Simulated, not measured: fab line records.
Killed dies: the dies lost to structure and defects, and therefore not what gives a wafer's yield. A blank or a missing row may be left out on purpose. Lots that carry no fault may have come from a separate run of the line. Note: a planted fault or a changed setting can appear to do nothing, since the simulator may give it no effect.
Matching of chambers -- flow berkeley_cmos170 -- 4 sister chambers for UCB170_NWELL_ETCH_13 on rie_diel-04
The step etches Si3N4 in CH3F/Ar/O2, stops on SiO2, target depth 246.4 nm, time 154 s. 18 wafers are shown with their chamber, then 9 later ones without.

## WAFERS PAIRED WITH THEIR CHAMBERS
wafer,chamber,drypump_motor_current_A (A),throttle_valve_pct (%),oes_product_au (a.u.)
L074.2,3,5.3,8.05,0.954
L074.5,1,6.0,7.89,0.967
L074.6,2,5.4,8.17,0.921
L077.1,3,5.3,8.04,0.944
L077.4,2,5.4,8.15,0.903
L077.5,3,5.3,8.05,0.945
L079.1,1,5.9,7.90,0.956
L079.2,3,5.3,8.04,0.962
L079.4,0,5.8,8.15,0.964
L083.4,2,5.4,8.16,0.924
L083.5,2,5.4,8.18,0.921
L083.6,1,5.9,7.90,0.967
L084.3,2,5.4,8.18,0.923
L084.4,0,5.8,8.17,0.959
L084.6,3,5.3,8.03,0.960
L088.2,2,5.4,8.16,0.889
L088.4,3,5.3,8.04,0.931
L088.5,1,5.9,7.89,0.945

SIGNATURES (averages over the wafers above)
reading,chamber 0,chamber 1,chamber 2,chamber 3,scatter within a chamber
drypump_motor_current_A,5.800,5.925,5.400,5.300,0.0231
throttle_valve_pct,8.1600,7.8950,8.1667,8.0417,0.0097
oes_product_au,0.96150,0.95875,0.91350,0.94933,0.0121
Rule: a wafer lies at a distance from a chamber equal to the root of the sum of squares, over the readings, of (its reading less the chamber's mean, divided by the reading's scatter). If the next closest chamber is less than 2 further off than the closest, the wafer can't be placed; otherwise it belongs to the closest. The scatter is the square root of a quotient: the sum, over the shown wafers, of each reading's squared deviation from its chamber's mean, divided by wafers minus chambers.

## WAFERS WITH NO CHAMBER GIVEN
wafer,drypump_motor_current_A (A),throttle_valve_pct (%),oes_product_au (a.u.)
L093.1,5.9,7.89,0.961
L093.4,5.9,7.90,0.956
L093.6,5.4,8.15,0.910
L094.1,5.3,8.04,0.942
L094.4,5.9,7.90,0.953
L094.6,5.3,8.04,0.962
L097.1,5.4,8.16,0.915
L097.2,6.0,7.88,0.964
L097.6,6.0,7.90,0.965

## EACH ONE'S CHAMBER
wafer,from the rows above,in truth
L093.1,1,1
L093.4,1,1
L093.6,2,2
L094.1,3,3
L094.4,1,1
L094.6,3,3
L097.1,2,2
L097.2,1,1
L097.6,1,1
Correctly placed: 9 of 9. From these rows, 0 cannot be placed. Number placed wrongly: 0.
